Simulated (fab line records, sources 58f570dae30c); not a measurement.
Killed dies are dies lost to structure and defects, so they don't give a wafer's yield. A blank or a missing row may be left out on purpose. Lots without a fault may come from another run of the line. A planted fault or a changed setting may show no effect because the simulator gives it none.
Which tool did it? | flow berkeley_cmos170 | 14 lots, 42 wafers sampled, at 3 steps of a route of 331

WHAT THE GAUGES READ, wafer by wafer
UCB170_M3_RS_MEAS_02: measures by four-point-probe.
lot  | measured     | on            | M3_AL_RS (ohm/sq)
L949 | day 9 04:11  | film_metro-03 | 0.0324 0.0318 0.0321
L948 | day 9 10:19  | film_metro-02 | 0.0320 0.0320 0.0330
L950 | day 9 15:10  | film_metro-03 | 0.0324 0.0323 0.0323
L952 | day 10 06:49 | film_metro-04 | 0.0326 0.0326 0.0327
L956 | day 10 09:18 | film_metro-03 | 0.0321 0.0321 0.0320
L954 | day 10 09:40 | film_metro-04 | 0.0322 0.0322 0.0325
L957 | day 10 16:58 | film_metro-03 | 0.0327 0.0326 0.0329
L960 | day 11 16:37 | film_metro-02 | 0.0322 0.0320 0.0321
L959 | day 11 17:22 | film_metro-03 | 0.0328 0.0326 0.0324
L961 | day 11 20:13 | film_metro-03 | 0.0322 0.0324 0.0324
L963 | day 12 10:06 | film_metro-03 | 0.0328 0.0319 0.0328
L962 | day 12 12:17 | film_metro-04 | 0.0703 0.0673 0.0658
L968 | day 12 22:58 | film_metro-02 | 0.0672 0.0658 0.0659
L969 | day 13 00:20 | film_metro-03 | 0.0320 0.0325 0.0319

UCB170_M3_THK_MEAS_03: measures by xrf.
lot  | measured     | on            | M3_AL_THK (nm)
L949 | day 9 04:19  | film_metro-03 | 897 913 903
L948 | day 9 10:26  | film_metro-02 | 907 912 882
L950 | day 9 15:17  | film_metro-03 | 895 899 896
L952 | day 10 06:55 | film_metro-04 | 896 893 895
L956 | day 10 09:25 | film_metro-03 | 907 906 916
L954 | day 10 09:47 | film_metro-04 | 907 908 898
L957 | day 10 17:04 | film_metro-03 | 892 894 886
L960 | day 11 16:44 | film_metro-02 | 911 914 910
L959 | day 11 17:28 | film_metro-03 | 889 898 896
L961 | day 11 20:20 | film_metro-03 | 908 899 894
L963 | day 12 10:12 | film_metro-03 | 889 906 886
L962 | day 12 12:23 | film_metro-04 | 421 441 450
L968 | day 12 23:05 | film_metro-02 | 439 451 448
L969 | day 13 00:27 | film_metro-03 | 911 895 916

WHICH TOOL RAN EACH LOT (tool, then ch and the chambers of the sampled wafers, then the start)
lot  | UCB170_M3_SPUTTER_01
L949 | pvd_sputter-02, day 9 04:06
L948 | pvd_sputter-01, day 9 10:13
L950 | pvd_sputter-02, day 9 15:05
L952 | pvd_sputter-04, day 10 06:41
L956 | pvd_sputter-02, day 10 09:13
L954 | pvd_sputter-04, day 10 09:33
L957 | pvd_sputter-04, day 10 16:51
L960 | pvd_sputter-02, day 11 16:31
L959 | pvd_sputter-04, day 11 17:15
L961 | pvd_sputter-01, day 11 20:08
L963 | pvd_sputter-01, day 12 09:59
L962 | pvd_sputter-01, day 12 12:10
L968 | pvd_sputter-01, day 12 22:53
L969 | pvd_sputter-02, day 13 00:14
- UCB170_M3_SPUTTER_01: material Al, target thk 900 nm, time 120 s.

WHAT THE TOOLS THEMSELVES READ (means of the sampled wafers that have a number; where no wafer has one, the mark that the record gives instead)
UCB170_M3_SPUTTER_01.
lot  | tool           | throttle_valve_pct (%)
L949 | pvd_sputter-02 | 29.3
L948 | pvd_sputter-01 | 32.0
L950 | pvd_sputter-02 | 29.8
L952 | pvd_sputter-04 | 30.9
L956 | pvd_sputter-02 | 30.2
L954 | pvd_sputter-04 | 30.5
L957 | pvd_sputter-04 | 30.0
L960 | pvd_sputter-02 | 29.7
L959 | pvd_sputter-04 | 30.4
L961 | pvd_sputter-01 | 31.8
L963 | pvd_sputter-01 | 31.5
L962 | pvd_sputter-01 | 30.5
L968 | pvd_sputter-01 | 30.3
L969 | pvd_sputter-02 | 30.2

THE ANSWER, worked out from the rows above alone
Rule: what is usual is taken from the lots themselves. Put in order of their means at a reading, lots are off if they are a third of the lots or fewer, leave a main group of 4 or more, and stand apart from it by a gap of 3 or more times the standard deviation of the main group's means; of several such gaps the widest counts. A main group whose means are all the same, to the digits that the tables above print for the reading, isn't used. A lot without any number at a reading at which 4 lots or more have one is off too. The other lots that the step has rows for count as sound. The gauges are gone through in route order, then the tools' own readings, and for those a lot's mean is taken as printed above. The first step at which some lot is off is used, and at that step the reading that is off furthest; a lot without a number counts as furthest.
Off: L962, L968, at UCB170_M3_RS_MEAS_02 (M3_AL_RS). The main group: mean 0.0323 ohm/sq, standard deviation 0.00022.
A tool fits if, at a process step before that reading, it ran every lot that is off, and no sound lot after the first of them. The gauges at UCB170_M3_RS_MEAS_02 are tried like those tools. One fits: pvd_sputter-01 at UCB170_M3_SPUTTER_01. Its last sound lot is L963 (day 12 09:59), its first lot that is off L962 (day 12 12:10): a fault that began between those two fits.

WHAT THE SIMULATOR HAD PUT IN
Process parameter drift: pvd_sputter-01, from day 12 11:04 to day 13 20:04, at UCB170_M3_SPUTTER_01. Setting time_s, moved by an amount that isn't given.
Lots struck among those shown: L962, L968. The rule above found the same.
